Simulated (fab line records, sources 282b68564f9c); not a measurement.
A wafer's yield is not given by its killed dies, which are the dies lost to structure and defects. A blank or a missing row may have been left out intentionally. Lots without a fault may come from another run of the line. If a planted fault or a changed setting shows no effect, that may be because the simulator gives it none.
fab line records	flow rit_cmos
record: lots: 6	wafers: 18	last_day: 6
route steps=202 shown PSD@150 SDANNEAL@153 NSD@158 PLDD@159 NLDD@160 SILICIDE@161 M1@202
lots with no fault: from the same line, run without faults
start_h: hours from the record's opening day to when the first of the lot's shown wafers began	wait_h: hours from the lot's prior step to this one	" repeats the value in the row above	L1.1+2: several wafers, shown together as one row	- no value present, or no start provided	* or withheld: withheld	< > ~ a bound
route shown NAME@n: a module of which the file shows steps, and the number in the route of the first	usual: the fault-free wafers' mean and standard deviation	same: alike in all rows	chamber/n: place in a boat	sites: readings site by site	_std_site: the values' standard deviation	_edge_site: outer sites' mean less inner sites'	radius_mm: for every site, how far away it sits from the centre of the wafer	mask NAME#n: copy n	behind: tool/chamber where the wafer was last shaped	hold: the reason the lot was held/the length of the hold in hours/how it ended	device: names the non-switching transistor (n, p or np)	end of line: at the end of the route, the tests of the same wafers	a step without rows: its recipe alone	killed: not the wafer's yield, but the dies lost to structure and defects at the first sort	map: dies across one wafer; x = killed, . = not, _ = none there
set.NAME: the setting the step ran with; set.NAME@STEP: the setting that earlier step ran with	model.NAME: the simulator's own value behind a step, which no gauge read
lots at selected steps of the route; one table per step, one row per wafer
services: from which hour (start_h, from the record's first day; less than 0 if before it) a tool's chamber was out of use, for how many hours, and why
== steps ==
step: RIT_PSD_IMPLANT_08
recipe: species: BF2	energy_kev: 27.4	dose_cm2: 5e+15	tilt_deg: 7
step: RIT_PSD_STRIP_09
recipe: chemistry: O2	time_s: 180	resist: NOVOLAK	platen_temp_c: withheld	power_w: 500	pressure_mtorr: 4000	o2_flow_sccm: 4000
usual: drypump_motor_current_A: 5.9/0.66
lot.wafer	tool	chamber	start_h	wait_h	drypump_motor_current_A	rf_hours_counter_h
L786.3	plasma_asher-01	0	48.62	0.1	6.8	-
L786.4	"	1	"	"	5.6	-
L786.6	"	1	"	"	5.6	-
L788.2	plasma_asher-04	1	63.11	0.1	5.2	45
L788.3	"	0	"	"	6.3	-
L788.6	"	0	"	"	6.3	-
L789.2	plasma_asher-03	0	65.42	0.1	6.2	40
L789.3	"	0	"	"	6.2	-
L789.4	"	1	"	"	4.9	-
L799.1	plasma_asher-03	0	119.79	0.1	6.2	47
L799.4	"	1	"	"	4.9	-
L799.6	"	1	"	"	4.9	-
L800.1	plasma_asher-01	0	121.81	0.1	6.8	48
L800.5	"	1	"	"	5.6	-
L800.6	"	0	"	"	6.8	-
L802.3	plasma_asher-01	0	134.69	0.1	6.7	-
L802.4	"	1	"	"	5.6	-
L802.6	"	1	"	"	5.6	-
step: RIT_PSD_TW_MEAS_10
usual: PSD_TW: 3494/21
lot.wafer	tool	chamber	start_h	wait_h	PSD_TW
L786.3	film_metro-03	-	48.76	0.1	3475
L786.4	"	-	"	"	3475
L786.6	"	-	"	"	3478
L788.2	film_metro-04	-	63.30	0.1	3502
L788.3	"	-	"	"	3509
L788.6	"	-	"	"	3524
L789.2	film_metro-03	-	65.60	0.1	3465
L789.3	"	-	"	"	3468
L789.4	"	-	"	"	3460
L799.1	film_metro-03	-	119.97	0.1	3509
L799.4	"	-	"	"	3470
L799.6	"	-	"	"	3472
L800.1	film_metro-04	-	121.98	0.1	3515
L800.5	"	-	"	"	3503
L800.6	"	-	"	"	3502
L802.3	film_metro-04	-	134.83	0.1	3496
L802.4	"	-	"	"	3490
L802.6	"	-	"	"	3510
step: RIT_SDANNEAL_CLEAN_00
recipe: chemistry: SC1	mix: 3:3:50	time_s: 600	temp_c: 75
step: RIT_SDANNEAL_CLEAN_01
recipe: chemistry: dHF	dilution: 50:1	time_s: 30
step: RIT_SDANNEAL_CLEAN_02
recipe: chemistry: SC2	mix: 3:3:50	time_s: 600	temp_c: 75	dry: n2_spin
step: RIT_SDANNEAL_RTA_03
recipe: temp_c: 1050	time_s: 5	idle_temp_c: 600	ramp_up_c_per_s: 342	ramp_down_c_per_s: 171	cool_to_c: 600	ambient: N2
usual: anneal_temp_c_max: 1054.8/0.95	wafer_temp_C_max: 1053.6/1.3
lot.wafer	tool	chamber	start_h	wait_h	anneal_temp_c_max	wafer_temp_C_max
L786.3	rtp_anneal-02	0	49.67	0.0	1053.1	1053.6
L786.4	"	0	"	"	1053.6	1052.5
L786.6	"	0	"	"	1054.0	1052.5
L788.2	rtp_anneal-02	0	63.75	0.0	1054.2	1053.2
L788.3	"	0	"	"	1053.5	1055.7
L788.6	"	0	"	"	1054.4	1054.6
L789.2	rtp_anneal-01	0	66.03	0.0	1055.8	1052.3
L789.3	"	0	"	"	1054.8	1052.9
L789.4	"	0	"	"	1056.3	1052.8
L799.1	rtp_anneal-01	0	120.41	0.0	1054.7	1053.3
L799.4	"	0	"	"	1055.5	1055.0
L799.6	"	0	"	"	1054.2	1053.8
L800.1	rtp_anneal-02	0	122.59	0.0	1056.1	1051.9
L800.5	"	0	"	"	1056.7	1052.9
L800.6	"	0	"	"	1054.8	1052.6
L802.3	rtp_anneal-02	0	135.28	0.0	1054.2	1053.8
L802.4	"	0	"	"	1053.8	1054.2
L802.6	"	0	"	"	1054.5	1051.1
step: RIT_SDANNEAL_RS_MEAS_04
recipe: thk_meas_gauge: four-point-probe
usual: PSD_RS: 115.08/0.29
lot.wafer	tool	chamber	start_h	wait_h	PSD_RS[ohm/sq]
L786.3	film_metro-04	-	49.75	0.1	114.99
L786.4	"	-	"	"	114.90
L786.6	"	-	"	"	114.95
L788.2	film_metro-03	-	63.81	0.1	115.50
L788.3	"	-	"	"	115.16
L788.6	"	-	"	"	115.42
L789.2	film_metro-04	-	66.10	0.1	115.56
L789.3	"	-	"	"	115.29
L789.4	"	-	"	"	115.09
L799.1	film_metro-02	-	120.47	0.0	115.16
L799.4	"	-	"	"	114.95
L799.6	"	-	"	"	114.79
L800.1	film_metro-03	-	122.65	0.0	115.59
L800.5	"	-	"	"	115.40
L800.6	"	-	"	"	115.70
L802.3	film_metro-03	-	135.36	0.1	114.97
L802.4	"	-	"	"	115.34
L802.6	"	-	"	"	115.19
step: RIT_SDANNEAL_RS_MEAS_05
recipe: thk_meas_gauge: four-point-probe
usual: NSD_RS: 84.65/0.27
lot.wafer	tool	chamber	start_h	wait_h	NSD_RS[ohm/sq]
L786.3	film_metro-04	-	49.87	0.1	84.94
L786.4	"	-	"	"	85.16
L786.6	"	-	"	"	84.74
L788.2	film_metro-03	-	63.93	0.1	84.76
L788.3	"	-	"	"	85.12
L788.6	"	-	"	"	84.71
L789.2	film_metro-04	-	66.22	0.1	84.84
L789.3	"	-	"	"	84.82
L789.4	"	-	"	"	85.06
L799.1	film_metro-02	-	120.59	0.1	84.32
L799.4	"	-	"	"	84.60
L799.6	"	-	"	"	84.51
L800.1	film_metro-03	-	122.77	0.1	84.70
L800.5	"	-	"	"	84.84
L800.6	"	-	"	"	84.91
L802.3	film_metro-03	-	135.48	0.1	84.29
L802.4	"	-	"	"	84.25
L802.6	"	-	"	"	83.92
step: RIT_SDANNEAL_RS_MEAS_06
recipe: thk_meas_gauge: four-point-probe
usual: PLDD_RS: 177.8/0.49
lot.wafer	tool	chamber	start_h	wait_h	PLDD_RS[ohm/sq]
L786.3	film_metro-04	-	49.99	0.1	178.3
L786.4	"	-	"	"	178.0
L786.6	"	-	"	"	179.0
L788.2	film_metro-03	-	64.05	0.1	178.0
L788.3	"	-	"	"	178.0
L788.6	"	-	"	"	178.3
L789.2	film_metro-04	-	66.34	0.1	178.0
L789.3	"	-	"	"	177.7
L789.4	"	-	"	"	177.2
L799.1	film_metro-02	-	120.71	0.1	177.4
L799.4	"	-	"	"	176.9
L799.6	"	-	"	"	177.8
L800.1	film_metro-03	-	122.89	0.1	178.7
L800.5	"	-	"	"	178.4
L800.6	"	-	"	"	178.8
L802.3	film_metro-03	-	135.60	0.1	177.9
L802.4	"	-	"	"	178.0
L802.6	"	-	"	"	177.7
step: RIT_SDANNEAL_RS_MEAS_07
recipe: thk_meas_gauge: four-point-probe
usual: NLDD_RS: 151.9/0.53
lot.wafer	tool	chamber	start_h	wait_h	NLDD_RS[ohm/sq]
L786.3	film_metro-04	-	50.11	0.1	151.7
L786.4	"	-	"	"	152.2
L786.6	"	-	"	"	151.6
L788.2	film_metro-03	-	64.17	0.1	151.8
L788.3	"	-	"	"	152.1
L788.6	"	-	"	"	151.9
L789.2	film_metro-04	-	66.46	0.1	151.8
L789.3	"	-	"	"	152.4
L789.4	"	-	"	"	152.2
L799.1	film_metro-02	-	120.83	0.1	151.3
L799.4	"	-	"	"	151.7
L799.6	"	-	"	"	151.5
L800.1	film_metro-03	-	123.01	0.1	151.6
L800.5	"	-	"	"	151.4
L800.6	"	-	"	"	151.4
L802.3	film_metro-03	-	135.72	0.1	151.0
L802.4	"	-	"	"	151.5
L802.6	"	-	"	"	151.2
step: RIT_SILICIDE_WET_ETCH_00
recipe: chemistry: BOE	target: SiO2	target_depth_nm: 14	time_s: 15	dry: n2_spin	dilution: 10:1	temp_c: 21.5
step: RIT_SILICIDE_SPUTTER_01
recipe: material: Ti	target_thk_nm: 30	power_w: 354.1	chamber_pressure_pa: 0.667	gas: Ar	time_s: 240	substrate_temp_c: 25
usual: substrate_temp_c: 25.00/0.11	throttle_valve_pct: 29.8/1.4
lot.wafer	tool	chamber	start_h	wait_h	substrate_temp_c	throttle_valve_pct
L786.3	pvd_sputter-01	-	50.20	0.0	25.11	29.5
L786.4	"	-	"	"	25.03	28.7
L786.6	"	-	"	"	25.05	32.1
L788.2	pvd_sputter-01	-	64.29	0.0	25.26	29.4
L788.3	"	-	"	"	24.97	32.5
L788.6	"	-	"	"	24.81	32.0
L788.2	pvd_sputter-01	-	64.60	0.2	24.96	29.8
L788.3	"	-	"	"	25.10	32.2
L788.6	"	-	"	"	24.93	32.0
L789.2	pvd_sputter-03	-	66.57	0.0	24.81	31.3
L789.3	"	-	"	"	25.12	30.0
L789.4	"	-	"	"	24.90	28.2
L799.1	pvd_sputter-04	-	120.96	0.0	25.09	30.4
L799.4	"	-	"	"	24.91	28.8
L799.6	"	-	"	"	25.01	28.9
L799.1	pvd_sputter-04	-	121.28	0.2	24.77	30.4
L799.4	"	-	"	"	25.03	28.7
L799.6	"	-	"	"	25.16	28.8
L800.1	pvd_sputter-01	-	123.14	0.0	24.92	32.0
L800.5	"	-	"	"	25.04	28.0
L800.6	"	-	"	"	25.15	29.1
L802.3	pvd_sputter-01	-	135.82	0.0	24.99	32.1
L802.4	"	-	"	"	24.91	29.0
L802.6	"	-	"	"	25.11	29.6
step: RIT_SILICIDE_RS_MEAS_02
recipe: thk_meas_gauge: four-point-probe	reads: Ti_of_SILICIDE_SPUTTER_01
usual: SILICIDE_TI_RS: 47.2/0.74
lot.wafer	tool	chamber	start_h	wait_h	SILICIDE_TI_RS[ohm/sq]
L786.3	film_metro-02	-	50.39	0.1	46.4
L786.4	"	-	"	"	46.7
L786.6	"	-	"	"	47.5
L788.2	film_metro-01	-	64.77	0.1	19.9
L788.3	"	-	"	"	20.2
L788.6	"	-	"	"	20.3
L789.2	film_metro-01	-	66.74	0.1	46.4
L789.3	"	-	"	"	46.7
L789.4	"	-	"	"	47.1
L799.1	film_metro-01	-	121.43	0.1	19.7
L799.4	"	-	"	"	20.2
L799.6	"	-	"	"	20.1
L800.1	film_metro-02	-	123.29	0.1	47.9
L800.5	"	-	"	"	46.8
L800.6	"	-	"	"	47.4
L802.3	film_metro-04	-	136.01	0.1	47.8
L802.4	"	-	"	"	47.4
L802.6	"	-	"	"	46.9
step: RIT_SILICIDE_THK_MEAS_03
recipe: thk_meas_gauge: xrf	reads: Ti_of_SILICIDE_SPUTTER_01
usual: SILICIDE_TI_THK: 30.3/0.4
lot.wafer	tool	chamber	start_h	wait_h	SILICIDE_TI_THK[nm]
L786.3	film_metro-02	-	50.49	0.1	30.4
L786.4	"	-	"	"	30.2
L786.6	"	-	"	"	30.0
L788.2	film_metro-01	-	64.88	0.1	61.2
L788.3	"	-	"	"	60.2
L788.6	"	-	"	"	60.1
L789.2	film_metro-01	-	66.85	0.1	30.7
L789.3	"	-	"	"	30.6
L789.4	"	-	"	"	30.2
L799.1	film_metro-01	-	121.55	0.1	61.8
L799.4	"	-	"	"	60.5
L799.6	"	-	"	"	60.7
L800.1	film_metro-02	-	123.41	0.1	29.8
L800.5	"	-	"	"	30.4
L800.6	"	-	"	"	30.1
L802.3	film_metro-04	-	136.11	0.1	30.0
L802.4	"	-	"	"	30.3
L802.6	"	-	"	"	30.6
step: RIT_SILICIDE_RTA_04
recipe: temp_c: 650	time_s: 10	idle_temp_c: 25	ramp_up_s: 5	ramp_down_s: 5	cool_to_c: 25	ambient: N2
usual: anneal_temp_c_max: 653.0/0.51	wafer_temp_C_max: 653.8/0.82
lot.wafer	tool	chamber	start_h	wait_h	anneal_temp_c_max	wafer_temp_C_max
L786.3	rtp_anneal-01	0	50.55	0.1	652.5	653.5
L786.4	"	0	"	"	652.8	653.2
L786.6	"	0	"	"	653.4	652.9
L788.2	rtp_anneal-01	0	64.94	0.1	653.3	652.9
L788.3	"	0	"	"	654.2	653.5
L788.6	"	0	"	"	653.8	652.9
L789.2	rtp_anneal-02	0	66.91	0.1	652.6	654.3
L789.3	"	0	"	"	652.5	654.0
L789.4	"	0	"	"	652.8	656.6
L799.1	rtp_anneal-02	0	121.61	0.1	652.4	654.9
L799.4	"	0	"	"	652.8	656.0
L799.6	"	0	"	"	653.2	653.3
L800.1	rtp_anneal-01	0	123.47	0.1	653.2	652.6
L800.5	"	0	"	"	652.7	653.3
L800.6	"	0	"	"	652.9	652.5
L802.3	rtp_anneal-01	0	136.17	0.1	652.4	653.5
L802.4	"	0	"	"	653.1	654.1
L802.6	"	0	"	"	653.2	653.8
step: RIT_M1_PROBE_99
usual: killed_at_contacts: 0.1/0.26	killed_at_front_end: 7/3.1	killed_dies: 7/3.1	killed_open: 3.5/1.9	killed_short: 3.4/2.1
same: gross_dies: 264	killed_at_M0_to_M3: 0	killed_at_M4_up: 0	killed_at_back_side: 0	killed_at_other: 0
lot.wafer	tool	chamber	start_h	wait_h	killed_at_contacts	killed_at_front_end	killed_dies	killed_open	killed_short
L786.3	prober-01	-	58.55	0.2	1	5	6	3	3
L786.4	prober-01	-	58.60	0.2	0	2	2	1	1
L786.6	prober-01	-	58.70	0.2	0	8	8	5	3
L788.2	prober-02	-	73.03	0.1	0	3	3	1	2
L788.3	prober-02	-	73.08	0.2	0	4	4	2	2
L788.6	prober-02	-	73.23	0.2	0	10	10	5	4
L789.2	prober-01	-	74.32	0.1	0	7	7	6	1
L789.3	prober-01	-	74.37	0.2	0	1	1	1	0
L789.4	prober-01	-	74.42	0.2	0	8	8	5	3
L799.1	prober-01	-	129.39	0.1	0	7	7	5	2
L799.4	prober-01	-	129.54	0.2	0	5	5	0	5
L799.6	prober-01	-	129.64	0.2	0	8	8	2	6
L800.1	prober-02	-	130.38	0.1	0	9	9	6	3
L800.5	prober-02	-	130.58	0.2	0	7	7	4	2
L800.6	prober-02	-	130.63	0.2	0	8	8	3	5
L802.3	prober-02	-	142.99	0.2	0	6	6	2	4
L802.4	prober-02	-	143.04	0.2	0	9	9	2	7
L802.6	prober-02	-	143.14	0.2	1	10	11	6	5
killed by level:class
L786.3 SILICIDE:geometric_particle:short=2 SPACER:geometric_particle:short=1 SPACER:geometric_particle:open=1 SILICIDE:geometric_particle:open=1 CONTACT:geometric_particle:open=1
L786.4 GATE:geometric_particle:short=1 SILICIDE:geometric_particle:open=1
L786.6 FOX1:geometric_particle:open=3 GATE:geometric_particle:short=2 GATE:geometric_particle:open=1 REOX:geometric_particle:short=1 SPACER:geometric_particle:open=1
L788.2 SILICIDE:geometric_particle:short=2 SILICIDE:geometric_particle:open=1
L788.3 FOX1:geometric_particle:short=2 FOX1:geometric_particle:open=2
L788.6 GATE:geometric_particle:short=3 SILICIDE:geometric_particle:open=3 GATE:geometric_particle:open=2 SILICIDE:geometric_particle:short=1 PWELL:coat_microbubble_printed=1
L789.2 GATE:geometric_particle:open=3 SILICIDE:geometric_particle:open=3 GATE:geometric_particle:short=1
L789.3 GATE:geometric_particle:open=1
L789.4 GATE:geometric_particle:short=3 GATE:geometric_particle:open=2 REOX:geometric_particle:open=2 SPACER:geometric_particle:open=1
L799.1 GATE:geometric_particle:open=3 SPACER:geometric_particle:short=2 REOX:geometric_particle:open=1 SPACER:geometric_particle:open=1
L799.4 GATE:geometric_particle:short=2 REOX:geometric_particle:short=2 SILICIDE:geometric_particle:short=1
L799.6 GATE:geometric_particle:short=5 FOX2:geometric_particle:open=1 REOX:geometric_particle:open=1 SILICIDE:geometric_particle:short=1
L800.1 SPACER:geometric_particle:open=3 FOX1:geometric_particle:open=2 GATE:geometric_particle:short=2 FOX2:geometric_particle:short=1 GATE:geometric_particle:open=1
L800.5 FOX1:geometric_particle:open=2 SPACER:geometric_particle:open=2 FOX2:geometric_particle:short=1 GATE:geometric_particle:short=1 GATE:coat_microbubble_printed=1
L800.6 GATE:geometric_particle:short=3 GATE:geometric_particle:open=2 FOX1:geometric_particle:short=1 REOX:geometric_particle:open=1 SPACER:geometric_particle:short=1
L802.3 GATE:geometric_particle:short=2 GATE:geometric_particle:open=1 REOX:geometric_particle:short=1 REOX:geometric_particle:open=1 SILICIDE:geometric_particle:short=1
L802.4 REOX:geometric_particle:short=4 GATE:geometric_particle:short=3 SILICIDE:geometric_particle:open=2
L802.6 GATE:geometric_particle:short=4 GATE:geometric_particle:open=4 FOX1:geometric_particle:short=1 FOX1:geometric_particle:open=1 CONTACT:geometric_particle:open=1
== services ==
tool	chamber	start_h	hours	kind
pvd_sputter-04	-	27.55	3.3	repair
pvd_sputter-03	-	32.17	2.1	repair
plasma_asher-01	-	59.59	11.9	repair
pvd_sputter-04	-	97.90	2.4	repair
pvd_sputter-04	-	100.49	1.0	repair
plasma_asher-04	-	101.70	3.8	repair
plasma_asher-04	-	108.75	9.0	pm
plasma_asher-04	0	108.75	9.0	vent_cycle
plasma_asher-04	1	108.75	9.0	vent_cycle
plasma_asher-04	0	117.75	-	clean
plasma_asher-04	1	117.75	-	clean
== key ==
first_sign: step: RIT_SILICIDE_SPUTTER_01	reading: visit	direction: added
effect: step: RIT_SILICIDE_RS_MEAS_02	reading: SILICIDE_TI_RS	direction: down	sigmas: 37	usual: 47.2	struck: 20.1
effect: step: RIT_SILICIDE_THK_MEAS_03	reading: SILICIDE_TI_THK	direction: up	sigmas: 75	usual: 30.3	struck: 60.7
met_at RIT_SILICIDE_SPUTTER_01
struck_wafers L788.2,L788.3,L788.6,L799.1,L799.4,L799.6
tester_left_out L788,L799
fault: kind: repeated_step_whole	tool: pvd_sputter-01,pvd_sputter-03,pvd_sputter-04	chamber: -	onset_h: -	steps: RIT_SILICIDE_SPUTTER_01	times: 1	scope: struck_lots_only
tester_left_out: of these lots the tester's yield and bins aren't shown, on N5 and GAA mostly nor the transistor test; their killed dies are dies lost to structure and defects alone, not to doping, threshold or leakage, so they don't give the yield
